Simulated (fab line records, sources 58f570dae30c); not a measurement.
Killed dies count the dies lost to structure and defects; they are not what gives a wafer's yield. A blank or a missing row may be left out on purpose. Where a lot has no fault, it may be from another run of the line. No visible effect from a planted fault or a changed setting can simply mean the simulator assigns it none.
What tool caused it?	flow berkeley cmos170	14 lots, 42 wafers sampled, at 5 steps of a route of 331

== WHAT THE GAUGES SHOWED, per wafer ==
UCB170_SDANNEAL_RS_MEAS_02: measurement is done with a four-point probe.
lot	measured	on	PSD_RS (ohm/sq)
L362	day 7 00:27	film metro-01	75.3 75.2 75.1
L363	day 7 01:10	film metro-02	75.6 75.4 75.2
L364	day 7 16:08	film metro-01	75.1 75.6 75.3
L365	day 7 16:17	film metro-02	75.6 75.8 75.8
L366	day 8 00:02	film metro-02	76.1 75.8 76.0
L370	day 8 01:20	film metro-01	75.4 75.3 75.3
L372	day 9 02:16	film metro-04	76.0 75.7 75.7
L371	day 9 02:40	film metro-01	75.3 75.6 75.6
L373	day 9 02:53	film metro-04	75.3 75.1 75.3
L376	day 9 09:19	film metro-01	74.9 75.0 74.9
L374	day 9 09:36	film metro-04	75.2 75.3 75.3
L382	day 11 05:29	film metro-02	75.5 75.6 76.1
L385	day 11 16:54	film metro-02	75.4 75.7 75.6
L384	day 12 06:45	film metro-01	75.6 75.5 75.8

UCB170_SILICIDE_RS_MEAS_02: measurement is done with a four-point probe.
lot	measured	on	SILICIDE_TI_RS (ohm/sq)
L362	day 7 01:01	film metro-04	26.3 25.7 26.0
L363	day 7 01:44	film metro-01	26.8 26.3 26.8
L364	day 7 16:43	film metro-03	26.1 26.2 25.9
L365	day 7 16:52	film metro-01	25.9 26.0 25.9
L366	day 8 00:37	film metro-04	26.0 26.7 26.3
L370	day 8 01:55	film metro-03	25.9 25.6 25.6
L372	day 9 02:50	film metro-03	25.8 25.1 25.8
L371	day 9 03:19	film metro-03	26.2 26.2 26.3
L373	day 9 03:28	film metro-04	26.0 26.2 26.1
L376	day 9 09:53	film metro-03	25.9 26.0 25.7
L374	day 9 10:10	film metro-04	26.2 26.0 26.3
L382	day 11 06:04	film metro-01	26.0 25.9 25.9
L385	day 11 17:28	film metro-03	25.6 26.3 26.1
L384	day 12 07:20	film metro-03	26.1 26.2 26.0

UCB170_CONTACT_OVL_MEAS_16.
lot	measured	on	CONTACT_OVL (nm)
L362	day 7 06:28	overlay-01	-5 8 -4
L363	day 7 07:11	overlay-01	10 -1 10
L364	day 7 21:55	overlay-02	-7 -9 -5
L365	day 8 01:05	overlay-02	1 5 0
L366	day 8 07:07	overlay-02	12 1 13
L370	day 8 06:22	overlay-01	-12 2 -2
L372	day 9 07:08	overlay-02	3 15 2
L371	day 9 08:17	overlay-01	68 87 71
L373	day 9 08:34	overlay-01	9 4 2
L376	day 9 14:15	overlay-02	0 -4 -8
L374	day 9 14:47	overlay-01	70 59 68
L382	day 11 10:14	overlay-01	4 3 0
L385	day 12 00:40	overlay-01	-4 -3 -3
L384	day 12 12:56	overlay-01	-3 0 -3

UCB170_M1_THK_MEAS_02: measures by xrf.
lot	measured	on	M1_AL_THK (nm)
L362	day 7 08:11	film metro-01	580 587 586
L363	day 7 08:13	film metro-04	592 605 595
L364	day 7 22:42	film metro-02	605 598 596
L365	day 8 01:53	film metro-01	590 592 590
L366	day 8 07:54	film metro-01	586 595 593
L370	day 8 07:11	film metro-02	609 592 595
L372	day 9 07:56	film metro-02	613 602 595
L371	day 9 09:05	film metro-04	597 603 601
L373	day 9 09:22	film metro-02	598 586 587
L376	day 9 17:52	film metro-01	606 603 607
L374	day 9 17:53	film metro-04	606 597 607
L382	day 11 12:09	film metro-01	607 594 602
L385	day 12 01:26	film metro-04	597 595 590
L384	day 12 14:20	film metro-01	592 596 589

== EACH LOT AND THE TOOL THAT RAN IT (in order: tool; ch and the chambers of the sampled wafers; start) ==
lot	UCB170_CONTACT_EXPOSE_12
L362	krf scanner-02 ch 0, day 7 05:46
L363	krf scanner-01 ch 0, day 7 06:42
L364	krf scanner-02 ch 0, day 7 20:48
L365	krf scanner-02 ch 0, day 8 00:34
L366	krf scanner-02 ch 0, day 8 06:37
L370	krf scanner-01 ch 0, day 8 05:52
L372	krf scanner-01 ch 0, day 9 06:32
L371	krf scanner-01 ch 0, day 9 07:47
L373	krf scanner-02 ch 0, day 9 08:01
L376	krf scanner-02 ch 0, day 9 13:44
L374	krf scanner-01 ch 0, day 9 14:18
L382	krf scanner-02 ch 0, day 11 09:44
L385	krf scanner-02 ch 0, day 11 23:50
L384	krf scanner-02 ch 0, day 12 12:10
- UCB170_CONTACT_EXPOSE_12: exposes mask CONT, target cd 700 nm.

== AS READ BY THE TOOLS THEMSELVES (means over the sampled wafers that have a number; for cases with no such wafer, the mark the record gives instead) ==
The record holds no such reading with a usual standard deviation.

== THE ANSWER, worked out from the rows above alone ==
Rule: the lots themselves supply what counts as usual. The widest of any qualifying gaps counts: lots, ordered by their means at a reading, are off when they make up no more than a third of the lots, leave a main group of 4 or more, and stand apart from it by 3 or more times the standard deviation of that group's means. Not used: any main group whose means are identical at the precision the tables above print for the reading. Also off: a lot with no number at a reading for which 4 or more lots have one. The other lots that the step has rows for count as sound. After the gauges, taken in route order, come the tools' own readings; for these a lot's mean is taken, as printed above. The first step at which some lot is off is used, and at that step the reading that is off furthest; a lot without a number counts as furthest.
Off: L371, L374, seen at UCB170_CONTACT_OVL_MEAS_16 (CONTACT_OVL). The main group: mean 1 nm, standard deviation 4.8.
A tool fits if, at a process step before that reading, it ran every lot that is off, and no sound lot after the first of them. Gauges at UCB170_CONTACT_OVL_MEAS_16: tried the same way as those tools. One fits: UCB170_CONTACT_EXPOSE_12 on krf scanner-01. Its last sound lot is L372 (day 9 06:32), its first lot that is off L371 (day 9 07:47): a fault that began between those two fits.

== WHAT THE SIMULATOR HAD INSERTED ==
Scanner matching overlay: krf scanner-01, from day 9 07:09 on, at UCB170_CONTACT_EXPOSE_12. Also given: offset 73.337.
Struck lots among those shown: L371, L374. The same result came from the rule above.
